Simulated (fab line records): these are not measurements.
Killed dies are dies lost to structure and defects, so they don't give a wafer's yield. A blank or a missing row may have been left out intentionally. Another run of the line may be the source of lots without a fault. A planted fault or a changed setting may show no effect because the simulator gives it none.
Check for tools in common + flow berkeleyCmos170 + Sampled: 15 lots, 45 wafers

## REASON FOR OPENING
UCB170_NWELL_TW_MEAS_16, reading NWELL_TW: flagged on 3 of 15 lots. No-fault wafers: 1254, standard deviation 13.
Rule: a lot gets a flag if all its wafers with a number sit over 4 standard deviations from that mean, or if no wafer of it has a number. The other lots count as sound.

| lot  | measured    | on           | NWELL_TW, wafer by wafer | flag    |
|------|-------------|--------------|--------------------------|---------|
| L570 | day 3 02:44 | filmMetro-03 | 1254 1251 1257           |         |
| L569 | day 3 02:55 | filmMetro-03 | 1259 1255 1257           |         |
| L571 | day 3 11:19 | filmMetro-01 | 1277 1269 1270           |         |
| L572 | day 3 11:25 | filmMetro-03 | 1261 1258 1258           |         |
| L573 | day 3 17:35 | filmMetro-03 | 1256 1260 1256           |         |
| L575 | day 3 23:17 | filmMetro-04 | 1235 1238 1232           |         |
| L576 | day 4 11:02 | filmMetro-01 | 1270 1272 1273           |         |
| L577 | day 4 18:39 | filmMetro-04 | 1250 1246 1247           |         |
| L578 | day 5 02:59 | filmMetro-03 | 1251 1251 1249           |         |
| L580 | day 5 13:02 | filmMetro-04 | 1235 1237 1238           |         |
| L581 | day 5 13:06 | filmMetro-04 | 1541 1538 1541           | FLAGGED |
| L582 | day 5 22:10 | filmMetro-03 | 1244 1249 1253           |         |
| L584 | day 6 06:26 | filmMetro-04 | 1545 1554 1550           | FLAGGED |
| L586 | day 6 13:06 | filmMetro-01 | 1583 1586 1586           | FLAGGED |
| L587 | day 6 16:53 | filmMetro-01 | 1268 1270 1274           |         |
Average over the flagged lots: 1558; offset from the usual +304, equal to +23 standard deviations.

## LOT BY LOT: THE TOOL USED
Before the reading, the record contains 2 process steps out of a 331-step route. Cell contents, in order: the tool; ch with the chambers the sampled wafers went through; the start.
| lot  | flag    | UCB170_ZERO_ETCH_06              | UCB170_NWELL_IMPLANT_14        |
|------|---------|----------------------------------|--------------------------------|
| L570 |         | rieDiel-02 ch 1,2, day 2 12:00   | implanter-01 ch 0, day 3 02:29 |
| L569 |         | rieDiel-04 ch 1,3, day 2 11:43   | implanter-01 ch 0, day 3 02:37 |
| L571 |         | rieDiel-01 ch 0,3, day 2 19:28   | implanter-01 ch 0, day 3 11:05 |
| L572 |         | rieDiel-04 ch 1,2,3, day 2 19:42 | implanter-04 ch 0, day 3 11:10 |
| L573 |         | rieDiel-02 ch 0,1,2, day 3 05:20 | implanter-04 ch 0, day 3 17:21 |
| L575 |         | rieDiel-04 ch 0,2,3, day 3 09:52 | implanter-01 ch 0, day 3 23:02 |
| L576 |         | rieDiel-04 ch 1,2,3, day 3 17:53 | implanter-04 ch 0, day 4 10:48 |
| L577 |         | rieDiel-04 ch 1,2,3, day 3 23:27 | implanter-01 ch 0, day 4 18:24 |
| L578 |         | rieDiel-01 ch 0,1, day 4 05:50   | implanter-01 ch 0, day 5 02:44 |
| L580 |         | rieDiel-01 ch 0,1,3, day 4 20:30 | implanter-01 ch 0, day 5 12:47 |
| L581 | FLAGGED | rieDiel-02 ch 0,1, day 4 20:44   | implanter-04 ch 0, day 5 12:32 |
| L582 |         | rieDiel-01 ch 0,1,2, day 5 05:05 | implanter-04 ch 0, day 5 21:55 |
| L584 | FLAGGED | rieDiel-02 ch 1,2,3, day 5 14:56 | implanter-04 ch 0, day 6 05:52 |
| L586 | FLAGGED | rieDiel-01 ch 0,2,3, day 5 21:10 | implanter-04 ch 0, day 6 12:34 |
| L587 |         | rieDiel-02 ch 1,2, day 6 02:00   | implanter-04 ch 0, day 6 16:38 |
These steps, and what they do:
- UCB170_ZERO_ETCH_06: etches SiO2 in CHF3/CF4/Ar, time 12 s.
- UCB170_NWELL_IMPLANT_14
- UCB170_NWELL_TW_MEAS_16

## FLAGGED AGAINST TOTAL, ONE TOOL AT A TIME (gauges that did the reading follow at the end)
| step                    | tool         | lots run | flagged | share of the flagged lots | sound lots run after its first flagged lot |
|-------------------------|--------------|----------|---------|---------------------------|--------------------------------------------|
| UCB170_ZERO_ETCH_06     | rieDiel-01   | 5        | 1       | some                      | 0                                          |
| UCB170_ZERO_ETCH_06     | rieDiel-02   | 5        | 2       | some                      | 1 (L587)                                   |
| UCB170_ZERO_ETCH_06     | rieDiel-04   | 5        | 0       | none                      | -                                          |
| UCB170_NWELL_IMPLANT_14 | implanter-01 | 7        | 0       | none                      | -                                          |
| UCB170_NWELL_IMPLANT_14 | implanter-04 | 8        | 3       | all                       | 2 (L582,L587)                              |
| UCB170_NWELL_TW_MEAS_16 | filmMetro-01 | 4        | 1       | some                      | 1 (L587)                                   |
| UCB170_NWELL_TW_MEAS_16 | filmMetro-03 | 6        | 0       | none                      | -                                          |
| UCB170_NWELL_TW_MEAS_16 | filmMetro-04 | 5        | 2       | some                      | 0                                          |

## WHAT THE TABLE PERMITS
All flagged lots share 1 row of the table, namely implanter-04 at UCB170_NWELL_IMPLANT_14.
- implanter-04 at UCB170_NWELL_IMPLANT_14: 3 of its 8 lots flagged. After the first flagged lot (L582, L587), sound lots still ran on it; a lasting fault on the whole tool would not permit that.
Not one row of the table ran every flagged lot while running no sound lot after the first.

## WHAT WAS PUT IN BY THE SIMULATOR
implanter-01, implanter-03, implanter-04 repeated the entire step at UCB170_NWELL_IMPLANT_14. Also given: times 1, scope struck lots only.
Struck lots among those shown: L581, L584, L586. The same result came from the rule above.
